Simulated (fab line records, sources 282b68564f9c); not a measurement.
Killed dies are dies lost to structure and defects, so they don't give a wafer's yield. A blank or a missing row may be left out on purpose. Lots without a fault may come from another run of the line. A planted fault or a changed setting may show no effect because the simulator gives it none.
A struck lot beside a sound one | flow rit_cmos | 27 steps out of a route of 202
Sound: wafers L254.2, L254.3, L254.5. Struck: wafer L277.4. (L277.3, L277.5 of the same lot were not struck and are left out.) The cause comes at the end.
At each step with rows: each side's tool, then ch and its chambers, then its first start. Under that, the readings that differ: sound wafers | struck wafers | difference of the means | sigmas: that difference in standard deviations of wafers without a fault.
alike: readings whose means differ by less than 2 such deviations, and words and numbers that are the same on both sides. not compared: withheld readings, readings that some wafer has no value for, bounds like >300 that may hide the same value, and numbers for which the record gives no deviation and whose values overlap.
The two part at a step that has a row with sigmas, a row that says differs or no value, or rows on one side only. Numbers that don't overlap but have no deviation are shown without sigmas and don't part them. A reading that every wafer of one side lacks parts them only if that side has two wafers or more.

first, 4 steps without rows for these wafers: RIT_CONTACT_SOFTBAKE_04 (time 60 s); RIT_CONTACT_EXPOSE_05 (exposes mask M11, target cd 1000 nm); RIT_CONTACT_PEB_06; RIT_CONTACT_DEVELOP_07 (develop time 120 s).
RIT_CONTACT_CD_MEAS_08: target cd 1000 nm.
  sound on cd_sem-02, day 3 07:25; struck on cd_sem-01, day 8 02:19
  alike: cd_nm
RIT_CONTACT_OVL_MEAS_09:
  sound on overlay-02, day 3 07:31; struck on overlay-01, day 8 02:25
  alike: CONTACT_OVL
then, 1 step without rows for these wafers: RIT_CONTACT_HARDBAKE_10 (time 60 s).
RIT_CONTACT_ETCH_11: etches SiO2 in CHF3/CF4/Ar, stops on TiSi2, target depth 480 nm, time 320 s.
  sound on rie_diel-03 ch 1,2,3, day 3 07:41; struck on rie_diel-04 ch 2, day 8 02:35
  alike: O2_flow_sccm, drypump_motor_current_A, oes_product_au, throttle_valve_pct
  not compared: rf_hours_counter_h
RIT_CONTACT_STRIP_12: strips in O2, time 180 s.
  sound on plasma_asher-01 ch 0,1, day 3 07:53; struck on plasma_asher-03 ch 0, day 8 02:50
  alike: drypump_motor_current_A
  not compared: rf_hours_counter_h
RIT_CONTACT_CD_MEAS_90: target cd 1000 nm.
  sound on cd_sem-02, day 3 08:05; struck on cd_sem-01, day 8 03:00
  alike: cd_nm
then, 2 steps without rows for these wafers: RIT_CONTACT_CLEAN_13 (cleans in SC1, time 600 s); RIT_CONTACT_CLEAN_14 (cleans in SC2, time 600 s).
RIT_M1_SPUTTER_00: material Al, target thk 400 nm, time 500 s.
  sound on pvd_sputter-01, day 3 08:33; struck on pvd_sputter-02, day 8 03:39
  reading                               | sound             | struck | difference | sigmas
  model.Al_of_M1_SPUTTER_00.thk_nm (nm) | 401.8 406.1 397.8 | 192.2  | -209.7     |
  alike: chamber_pressure_pa, throttle_valve_pct
RIT_M1_RS_MEAS_01: measures by four-point-probe.
  sound on film_metro-03, day 3 08:52; struck on film_metro-03, day 8 03:59
  reading           | sound                | struck | difference | sigmas
  M1_AL_RS (ohm/sq) | 0.0730 0.0722 0.0741 | 0.1581 | +0.0850    | +89
RIT_M1_THK_MEAS_02: measures by xrf.
  sound on film_metro-03, day 3 08:58; struck on film_metro-03, day 8 04:05
  reading        | sound       | struck | difference | sigmas
  M1_AL_THK (nm) | 402 410 399 | 194    | -210       | -38
then, 6 steps without rows for these wafers: RIT_M1_HMDS_03 (prime time 60 s); RIT_M1_COAT_04 (resist thk 1300 nm); RIT_M1_SOFTBAKE_05 (time 60 s); RIT_M1_EXPOSE_06 (exposes mask M12, target cd 2600 nm); RIT_M1_PEB_07; RIT_M1_DEVELOP_08 (develop time 68 s).
RIT_M1_CD_MEAS_09: target cd 2600 nm.
  sound on cd_sem-02, day 3 10:03; struck on cd_sem-01, day 8 05:03
  alike: cd_nm
RIT_M1_OVL_MEAS_10:
  sound on overlay-02, day 3 10:09; struck on overlay-01, day 8 05:08
  alike: M1_OVL
then, 1 step without rows for these wafers: RIT_M1_HARDBAKE_11 (time 120 s).
RIT_M1_METAL_ETCH_12: etches Al in Cl2/BCl3, stops on SiO2, time 165 s, target depth 600 nm.
  sound on rie_metal-02 ch 0,1, day 3 10:30; struck on rie_metal-02 ch 0, day 8 05:28
  reading                | sound             | struck | difference | sigmas
  oes_product_au (a.u.)  | 0.780 0.773 0.774 | 0.562  | -0.214     | -15
  throttle_valve_pct (%) | 8.30 8.14 8.14    | 8.34   | +0.15      | +2
  alike: drypump_motor_current_A
  not compared: rf_hours_counter_h
then, 1 step without rows for these wafers: RIT_M1_STRIP_13 (strips in nmp, time 600 s).
RIT_M1_PROBE_99:
  sound on prober-02, day 3 12:49; struck on prober-02, day 8 07:50
  reading                               | sound                       | struck   | difference | sigmas
  model.etest.m1.rs_ohm_sq              | 0.07196 0.07091 0.07301     | 0.1507   | +0.0787    |
  model.etest.antenna_m1.vt_shift_v (V) | -0.01446 -0.009495 -0.01106 | -0.02431 | -0.01264   |
  alike: defect_limited_yield, killed_at_contacts, killed_at_front_end, killed_dies, killed_on_rim, killed_open, killed_short, sort_bin_3_pad_short, sort_bin_5_function, sort_bin_6_memory, sort_n_pass, sort_yield_pct

WHERE THEY PART
First at RIT_M1_RS_MEAS_01; last, within this record, at RIT_M1_METAL_ETCH_12. Later steps at which nothing parts them and some readings are alike: RIT_M1_PROBE_99.

WHY: what the simulator had put in
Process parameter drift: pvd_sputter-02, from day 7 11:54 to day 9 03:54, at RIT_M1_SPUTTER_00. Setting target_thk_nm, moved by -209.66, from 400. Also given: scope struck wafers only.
